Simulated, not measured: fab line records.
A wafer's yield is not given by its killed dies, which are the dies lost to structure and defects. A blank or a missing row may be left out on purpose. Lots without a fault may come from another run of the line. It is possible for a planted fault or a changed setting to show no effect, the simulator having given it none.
Which tool is to blame? -- flow berkeley_cmos170 -- Sampling: 14 lots, 42 wafers, 4 of 331 route steps

== WHAT EACH GAUGE READ, for each wafer ==
UCB170_V2_OVL_MEAS_13.
lot,measured,on,V2_OVL (nm)
L903,day 9 12:17,overlay-02,0 0 2
L901,day 9 13:02,overlay-02,-9 -4 -7
L902,day 9 15:39,overlay-01,6 3 5
L907,day 9 21:43,overlay-01,8 5 10
L904,day 9 22:34,overlay-02,-3 2 -6
L908,day 10 12:58,overlay-02,1 -2 -1
L909,day 10 22:40,overlay-02,-6 -4 0
L910,day 10 22:34,overlay-01,5 2 10
L911,day 10 22:53,overlay-01,1 4 3
L913,day 11 12:21,overlay-01,4 -4 9
L912,day 11 14:11,overlay-02,-1 3 1
L914,day 11 18:13,overlay-01,10 2 0
L918,day 12 19:02,overlay-01,7 3 2
L922,day 14 05:17,overlay-01,-1 5 0

UCB170_M3_CD_MEAS_90: target cd 700 nm.
lot,measured,on,cd_nm (nm)
L903,day 9 15:29,cd_sem-01,695 697 694
L901,day 9 16:17,cd_sem-02,695 702 698
L902,day 9 19:05,cd_sem-01,701 701 703
L907,day 10 01:38,cd_sem-02,699 704 697
L904,day 10 03:02,cd_sem-01,691 699 698
L908,day 10 16:08,cd_sem-02,697 699 701
L909,day 11 02:11,cd_sem-02,698 700 700
L910,day 11 01:55,cd_sem-01,705 706 700
L911,day 11 02:36,cd_sem-01,700 697 699
L913,day 11 15:38,cd_sem-01,704 705 699
L912,day 11 18:19,cd_sem-01,699 697 705
L914,day 11 21:17,cd_sem-02,700 702 700
L918,day 12 22:41,cd_sem-01,697 697 697
L922,day 14 09:14,cd_sem-02,700 696 698

== TOOL THAT RAN EACH LOT (tool first, then ch and the chambers of the sampled wafers, then the start) ==
lot,UCB170_CONTACT_CVD_01,UCB170_M2_ETCH_17
L903,"lpcvd-02 ch 1, day 8 20:09","rie_diel-01 ch 1,2, day 9 09:43"
L901,"lpcvd-02 ch 0, day 8 21:56","rie_diel-02 ch 1,3, day 9 10:44"
L902,"lpcvd-02 ch 0, day 8 21:56","rie_diel-01 ch 1,2,3, day 9 12:35"
L907,"lpcvd-02 ch 1, day 9 06:04","rie_diel-01 ch 0,2,3, day 9 19:25"
L904,"lpcvd-01 ch 0, day 9 06:16","rie_diel-04 ch 1,3, day 9 20:08"
L908,"lpcvd-02 ch 0, day 9 19:23","rie_diel-04 ch 0,1,2, day 10 10:22"
L909,"lpcvd-02 ch 0, day 10 04:23","rie_diel-04 ch 0,1,2, day 10 20:08"
L910,"lpcvd-01 ch 1, day 10 04:56","rie_diel-01 ch 1,2, day 10 20:08"
L911,"lpcvd-01 ch 1, day 10 06:43","rie_diel-02 ch 0,1,3, day 10 20:34"
L913,"lpcvd-02 ch 1, day 10 20:52","rie_diel-04 ch 0,1,3, day 11 09:53"
L912,"lpcvd-01 ch 1, day 10 21:08","rie_diel-01 ch 1,2,3, day 11 11:40"
L914,"lpcvd-01 ch 1, day 10 21:08","rie_diel-02 ch 2,3, day 11 14:35"
L918,"lpcvd-02 ch 0, day 11 20:17","rie_diel-02 ch 0,1,3, day 12 15:28"
L922,"lpcvd-02 ch 0, day 13 09:53","rie_diel-04 ch 1,3, day 14 01:32"
- UCB170_CONTACT_CVD_01: deposits PSG from SiH4/O2/PH3, target thk 700 nm, time 2820 s.
- UCB170_M2_ETCH_17: etches BARC in N2/H2.

== WHAT THE TOOLS THEMSELVES READ (means of the sampled wafers that have a number; where no wafer has one, the mark that the record gives instead) ==
UCB170_CONTACT_CVD_01.
lot,tool,susceptor_temp_C (C)
L903,lpcvd-02,449.95
L901,lpcvd-02,450.03
L902,lpcvd-02,450.05
L907,lpcvd-02,450.01
L904,lpcvd-01,450.01
L908,lpcvd-02,449.81
L909,lpcvd-02,450.07
L910,lpcvd-01,449.98
L911,lpcvd-01,450.04
L913,lpcvd-02,450.29
L912,lpcvd-01,449.80
L914,lpcvd-01,450.12
L918,lpcvd-02,450.02
L922,lpcvd-02,450.03

UCB170_M2_ETCH_17.
lot,tool,drypump_motor_current_A (A),oes_product_au (a.u.),throttle_valve_pct (%)
L903,rie_diel-01,5.8,0.997,13.60
L901,rie_diel-02,5.3,0.974,13.47
L902,rie_diel-01,6.0,1.021,13.50
L907,rie_diel-01,6.0,1.019,13.33
L904,rie_diel-04,6.2,1.020,13.30
L908,rie_diel-04,5.7,1.020,13.38
L909,rie_diel-04,5.7,1.018,13.37
L910,rie_diel-01,5.6,1.015,13.62
L911,rie_diel-02,5.2,0.987,13.42
L913,rie_diel-04,5.9,1.006,13.38
L912,rie_diel-01,6.0,1.012,13.50
L914,rie_diel-02,5.0,1.001,13.38
L918,rie_diel-02,5.3,0.988,13.42
L922,rie_diel-04,6.2,1.022,13.30

== THE ANSWER, worked out from the rows above alone ==
Rule: what is usual is taken from the lots themselves. The widest of any qualifying gaps counts: lots, ordered by their means at a reading, are off when they make up no more than a third of the lots, leave a main group of 4 or more, and stand apart from it by 3 or more times the standard deviation of that group's means. The tables above print the reading to a certain number of digits; a main group whose means all agree to those digits is not used. Also off: a lot with no number at a reading for which 4 or more lots have one. The other lots that the step has rows for count as sound. First the gauges in route order, then the tools' own readings, where a lot's mean is used as printed above. The first step at which some lot is off is used, and at that step the reading that is off furthest; a lot without a number counts as furthest.
None of the lots is off at any reading shown; this tells nothing.

== WHAT THE SIMULATOR PUT IN ==
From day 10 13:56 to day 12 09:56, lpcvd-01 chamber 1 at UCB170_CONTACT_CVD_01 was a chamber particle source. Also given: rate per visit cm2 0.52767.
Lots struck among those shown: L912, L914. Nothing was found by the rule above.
